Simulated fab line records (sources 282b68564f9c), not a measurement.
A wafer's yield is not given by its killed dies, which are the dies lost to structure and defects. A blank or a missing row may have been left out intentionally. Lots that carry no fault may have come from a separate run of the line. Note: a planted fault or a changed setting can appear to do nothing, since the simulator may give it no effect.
One fault through the eyes of 2 desks ; flow rit cmos ; each desk holds nothing but its own numbers, with what lay behind them at the end

## DESK OF THE TOOL OWNER: pvd sputter-01
The tool's own readings at RIT_SILICIDE_SPUTTER_01 (material Ti, target thk 30 nm, time 240 s): means of the sampled wafers that have a number, for each lot that ran on this tool. A lot is out of limits, marked OUT, if its mean lies more than 4 standard deviations from the usual mean; the brackets give that distance.
Columns: A = throttle valve pct at RIT_SILICIDE_SPUTTER_01, usual 30.2 %
lot;first seen here;A
L801;day 3 14:02;30.3
L803;day 4 02:21;30.7
L811;day 5 10:41;30.2
L813;day 5 20:41;30.2
Finding of this desk: none of the 4 lots has anything out of limits.

## THE METROLOGY DESK
What the gauges read for every lot (on any tool): the sampled wafers with a number, averaged. A lot is out of limits, marked OUT, if its mean lies more than 4 standard deviations from the usual mean; the brackets give that distance.
Columns: A = SILICIDE_TI_RS at RIT_SILICIDE_RS_MEAS_02, usual 47.9 ohm/sq; B = SILICIDE_TI_THK at RIT_SILICIDE_THK_MEAS_03, usual 29.8 nm
lot;first seen here;A;B
L800;day 3 08:23;47.8;30.1
L801;day 3 14:14;46.8;30.3
L802;day 3 21:46;48.3;29.5
L803;day 4 02:31;47.3;30.3
L811;day 5 10:53;44.0 (-5.0) OUT;32.7 (+7.0) OUT
L813;day 5 20:50;43.0 (-6.2) OUT;32.8 (+7.2) OUT
L814;day 5 23:16;48.1;29.4
L816;day 6 11:47;47.6;29.9
L818;day 6 21:24;48.6;29.3
L820;day 7 06:40;47.8;29.7
L822;day 7 15:59;48.1;29.5
This desk's finding: out of limits on L811, L813; first on L811, day 5 10:53 (SILICIDE_TI_RS at RIT_SILICIDE_RS_MEAS_02). L800, L801, L802, L803, L814, L816, L818, L820, L822 stayed within limits.

## BROUGHT TOGETHER
At day 5 10:53 the metrology desk could have sounded an alarm, on L811, L813.
The tool owner's desk saw nothing out of limits.
Tool owner's desk: L811, L813 on record, inside its limits.
Every lot named ran RIT_SILICIDE_SPUTTER_01 on pvd sputter-01.

## WHAT THE SIMULATOR HAD INSERTED
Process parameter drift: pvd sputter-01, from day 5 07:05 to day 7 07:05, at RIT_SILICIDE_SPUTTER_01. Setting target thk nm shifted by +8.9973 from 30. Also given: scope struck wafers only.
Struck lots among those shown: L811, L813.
Delay in hours, fault start to first out-of-limits reading, per desk: metrology desk 4.
